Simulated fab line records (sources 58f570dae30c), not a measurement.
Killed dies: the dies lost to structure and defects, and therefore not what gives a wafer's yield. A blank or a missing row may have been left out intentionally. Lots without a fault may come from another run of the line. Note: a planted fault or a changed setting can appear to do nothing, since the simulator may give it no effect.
Which of the tools did it? + flow berkeley-cmos170 + 7 lots with 21 wafers sampled at 2 steps, on a route of 331 steps

## WHAT THE GAUGES SHOWED, per wafer
UCB170_GATE_THK_MEAS_02.
| lot  | measured     | on            | GATE_OXIDE_THK (nm) |
|------|--------------|---------------|---------------------|
| L958 | day 7 03:42  | film-metro-03 | 6.52 6.46 6.60      |
| L962 | day 8 15:13  | film-metro-04 | 10.81 10.97 10.79   |
| L968 | day 9 16:45  | film-metro-03 | 10.78 10.68 10.78   |
| L972 | day 10 09:42 | film-metro-03 | 6.60 6.48 6.47      |
| L974 | day 10 21:51 | film-metro-01 | 6.74 6.67 6.57      |
| L976 | day 11 14:20 | film-metro-03 | 6.37 6.62 6.56      |
| L977 | day 11 14:15 | film-metro-01 | 6.46 6.51 6.47      |

## TOOL THAT RAN EACH LOT (tool first, then ch and the chambers of the sampled wafers, then the start)
| lot  | UCB170_GATE_OXIDATION_01                                      |
|------|---------------------------------------------------------------|
| L958 | furnace-04 ch 0, day 7 02:12                                  |
| L962 | furnace-04 ch 0, day 8 11:14 and furnace-02 ch 0, day 8 13:38 |
| L968 | furnace-01 ch 0, day 9 09:35                                  |
| L972 | furnace-04 ch 0, day 10 08:12                                 |
| L974 | furnace-02 ch 0, day 10 20:21                                 |
| L976 | furnace-01 ch 0, day 11 12:45                                 |
| L977 | furnace-01 ch 0, day 11 12:45                                 |
- UCB170_GATE_OXIDATION_01: target thk 6.6 nm, ox time 1800 s.

## THE ANSWER, worked out from the rows above alone
Rule: the usual values come from the lots themselves. Put in order of their means at a reading, lots are off if they are a third of the lots or fewer, leave a main group of 4 or more, and stand apart from it by a gap of 3 or more times the standard deviation of the main group's means; of several such gaps the widest counts. If all means in a main group match to the digits the tables above print for the reading, that group is not used. A lot without any number at a reading at which 4 lots or more have one is off too. Any other lot the step has rows for is counted as sound.
Off: L962, L968, seen at UCB170_GATE_THK_MEAS_02 (GATE_OXIDE_THK). For the main group the mean is 6.54 nm and the standard deviation 0.062.
A tool fits if, at a process step before that reading, it ran every lot that is off, and no sound lot after the first of them. The gauges at UCB170_GATE_THK_MEAS_02 are tried like those tools. Of those tried, none fits.

## WHAT HAD BEEN PUT IN BY THE SIMULATOR
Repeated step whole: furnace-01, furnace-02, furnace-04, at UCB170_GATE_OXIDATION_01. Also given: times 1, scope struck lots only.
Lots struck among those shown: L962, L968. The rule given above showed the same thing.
